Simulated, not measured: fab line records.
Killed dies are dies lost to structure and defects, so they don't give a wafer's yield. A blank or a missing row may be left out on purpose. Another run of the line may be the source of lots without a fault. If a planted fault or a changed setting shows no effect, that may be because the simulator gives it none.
A single fault, viewed from 2 desks ; flow rit_cmos ; numbers are kept per desk, each desk with only its own; the story behind them comes last

== METROLOGY DESK ==
What the gauges read for every lot (on any tool): the sampled wafers with a number, averaged. Marked OUT: a lot whose mean sits more than 4 standard deviations from the usual mean, which makes it out of limits; the brackets give that distance.
Columns: A = cd_nm at RIT_M1_CD_MEAS_09, usual 2599.4 nm; B = M1_OVL at RIT_M1_OVL_MEAS_10, usual 0.8 nm; C = cd_nm at RIT_M1_CD_MEAS_90, usual 2600.3 nm; D = M1_BOW at RIT_M1_BOW_MEAS_16, usual 18 um
lot;first seen here;A;B;C;D
L687;day 3 21:58;2597.6;-0.3;2600.0;11
L694;day 5 15:34;2600.4;0.6;2601.7;14
L695;day 5 18:36;2600.6;1.6;2600.8;17
L699;day 6 12:44;2599.2;0.4;2599.5;9
L703;day 7 07:52;2599.6;0.6;2601.9;13
L704;day 7 14:17;2597.0;2.5;2594.9;21
L705;day 7 19:18;2601.9;-1.4;2603.4;13
This desk's verdict: no lot among the 7 shows anything out of limits.

== AT THE TOOL OWNER'S DESK: furnace-02 ==
At RIT_M1_ANNEAL_15 (time 1800 s), the tool's own readings, given per lot that ran on this tool as the mean of the sampled wafers with a number. Marked OUT: a lot whose mean sits more than 4 standard deviations from the usual mean, which makes it out of limits; the brackets give that distance. Readings shown: 7 out of 8 (the first out of limits, and those lying furthest out on some lot).
Columns: A = spike_tc_centre_C at RIT_M1_ANNEAL_15, usual 452.1 C; B = spike_tc_load_C at RIT_M1_ANNEAL_15, usual 467.4 C; C = spike_tc_source_C at RIT_M1_ANNEAL_15, usual 465.9 C; D = tube_center_temp_C at RIT_M1_ANNEAL_15, usual 450.01 C; E = tube_center_temp_C_max at RIT_M1_ANNEAL_15, usual 451.17; F = zone_power_load_pct at RIT_M1_ANNEAL_15, usual 6.20 %; G = zone_power_source_pct at RIT_M1_ANNEAL_15, usual 6.14 %
lot;first seen here;A;B;C;D;E;F;G
L687;day 3 23:01;452.8;468.4;466.3;450.05;451.23;6.23;6.15
L694;day 5 16:54;451.3;467.8;466.3;450.04;451.18;6.18;6.08
L695;day 5 19:37;451.9;467.6;465.9;449.98;451.17;6.18;6.12
L699;day 6 13:47;451.7;467.3;465.6;450.00;451.27;6.21;6.12
L703;day 7 08:55;421.8 (-30) OUT;436.0 (-31) OUT;436.4 (-30) OUT;419.98 (-99 or more) OUT;421.15 (-99 or more) OUT;5.48 (-13) OUT;5.47 (-11) OUT
L704;day 7 15:19;422.1 (-30) OUT;436.8 (-31) OUT;434.6 (-32) OUT;420.01 (-99 or more) OUT;421.26 (-99 or more) OUT;5.46 (-13) OUT;5.45 (-12) OUT
L705;day 7 20:19;421.9 (-30) OUT;436.4 (-31) OUT;434.8 (-32) OUT;420.01 (-99 or more) OUT;421.03 (-99 or more) OUT;5.48 (-13) OUT;5.41 (-12) OUT
This desk finds L703, L704, L705 out of limits, L703 being first, at day 7 08:55 (spike_tc_centre_C at RIT_M1_ANNEAL_15). L687, L694, L695, L699 stayed within limits.

== PUT TOGETHER ==
An alarm could have come from the tool owner's desk at day 7 08:55, on L703, L704, L705.
From the metrology desk's view, nothing was out of limits.
The metrology desk has L703, L704, L705 on record, within its limits.
All the named lots went through RIT_M1_ANNEAL_15 on furnace-02.

== WHAT WAS PUT IN BY THE SIMULATOR ==
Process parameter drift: furnace-02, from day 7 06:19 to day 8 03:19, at RIT_M1_ANNEAL_15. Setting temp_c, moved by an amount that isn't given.
Shown lots that were struck: L703, L704, L705.
Delay in hours, fault start to first out-of-limits reading, by desk: the tool owner's desk at 3.
